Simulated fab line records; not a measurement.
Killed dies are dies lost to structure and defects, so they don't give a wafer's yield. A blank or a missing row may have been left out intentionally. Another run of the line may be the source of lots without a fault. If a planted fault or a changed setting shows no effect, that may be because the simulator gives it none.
Split-lot experiment + flow berkeley_cmos170 + route with 331 steps; 5 lots, 23 wafers read

## SPLIT DETAILS
At UCB170_PVT_STRIP_08 (strips in O2), the setting o2_flow_sccm was moved away from the recipe's 400 sccm on 10 of the 23 wafers read, by -14.2% to +12.2%. For the rest of the wafers, this setting stayed at what the recipe calls for.

The reading is taken at the split's own step.

## THE READING
oes_product_au, in a.u., at UCB170_PVT_STRIP_08 (strips in O2). Typical for fault-free wafers on this fab line: 0.735 a.u., with standard deviation 0.0041 a.u.

| wafer  | tool, chamber at the split | o2_flow_sccm as run, sccm | against the recipe | oes_product_au, a.u. | against lot-mates on the recipe |
|--------|----------------------------|---------------------------|--------------------|----------------------|---------------------------------|
| L074.1 | plasma_asher-02, 1         | 400                       | recipe             | 0.736                | -                               |
| L074.5 | plasma_asher-02, 1         | 400                       | recipe             | 0.736                | -                               |
| L074.6 | plasma_asher-02, 0         | 400                       | recipe             | 0.741                | -                               |
| L076.1 | plasma_asher-03, 0         | 448.8                     | +12.2%             | 0.748                | +0.012                          |
| L076.2 | plasma_asher-03, 1         | 448.8                     | +12.2%             | 0.749                | +0.013                          |
| L076.3 | plasma_asher-03, 1         | 448.8                     | +12.2%             | 0.738                | +0.002                          |
| L076.4 | plasma_asher-03, 0         | 400                       | recipe             | 0.739                | -                               |
| L076.6 | plasma_asher-03, 0         | 400                       | recipe             | 0.732                | -                               |
| L078.1 | plasma_asher-04, 0         | 445.6                     | +11.4%             | 0.745                | +0.012                          |
| L078.2 | plasma_asher-04, 1         | 445.6                     | +11.4%             | 0.738                | +0.005                          |
| L078.3 | plasma_asher-04, 0         | 400                       | recipe             | 0.735                | -                               |
| L078.4 | plasma_asher-04, 1         | 400                       | recipe             | 0.732                | -                               |
| L078.5 | plasma_asher-04, 1         | 400                       | recipe             | 0.732                | -                               |
| L079.1 | plasma_asher-02, 0         | 400                       | recipe             | 0.730                | -                               |
| L079.3 | plasma_asher-02, 0         | 444.3                     | +11.1%             | 0.744                | +0.015                          |
| L079.4 | plasma_asher-02, 1         | 400                       | recipe             | 0.725                | -                               |
| L079.5 | plasma_asher-02, 1         | 444.3                     | +11.1%             | 0.741                | +0.012                          |
| L079.6 | plasma_asher-02, 0         | 400                       | recipe             | 0.731                | -                               |
| L077.1 | plasma_asher-03, 1         | 400                       | recipe             | 0.737                | -                               |
| L077.2 | plasma_asher-03, 0         | 343.4                     | -14.2%             | 0.725                | -0.013                          |
| L077.3 | plasma_asher-03, 1         | 343.4                     | -14.2%             | 0.724                | -0.014                          |
| L077.4 | plasma_asher-03, 0         | 400                       | recipe             | 0.739                | -                               |
| L077.6 | plasma_asher-03, 0         | 343.4                     | -14.2%             | 0.721                | -0.017                          |

FIT RESULTS
A straight line over all 23 wafers: oes_product_au changes by +0.000776 a.u. for each +1% of o2_flow_sccm; r = +0.85; the points scatter about the line by 0.0041 a.u.
The same after taking each lot's own level away (the mean of its wafers on the recipe; 23 wafers): +0.000956 a.u. for each +1%; r = +0.93; scatter 0.0033 a.u.
That fit puts the effect of the largest move of o2_flow_sccm on the reading at 0.014 a.u.
The span of the lots' own levels, 0.7287 to 0.7380 a.u., comes to 2.3 times the standard deviation stated above.
So the lot-to-lot level changes the slope: the two fits differ.
Check: for one of the wafers moved furthest among these (-14.2%), held out of the fit, the line's prediction against its lot-mates is -0.0141 a.u. Against them it came out at -0.013 a.u.
Tool readings at the split's step, against how far the setting was moved: oes_product_au r = +0.85; strip_time_to_endpoint_s r = -0.97.

## THE WHOLE CHAIN: every reading that the file lists as answering this split, in the file's order
| step                | what it does | reading                  | change (the file's fit)                    | r (the file's) |
|---------------------|--------------|--------------------------|--------------------------------------------|----------------|
| UCB170_PVT_STRIP_08 | strips in O2 | oes_product_au           | +0.000955 a.u. for each +1% of the setting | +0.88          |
| UCB170_PVT_STRIP_08 | strips in O2 | strip_time_to_endpoint_s | withheld for each +1% of the setting       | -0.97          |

## THE FILE'S OWN FIT
oes_product_au changes by +0.000955 a.u. for each +1% of o2_flow_sccm, r = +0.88.
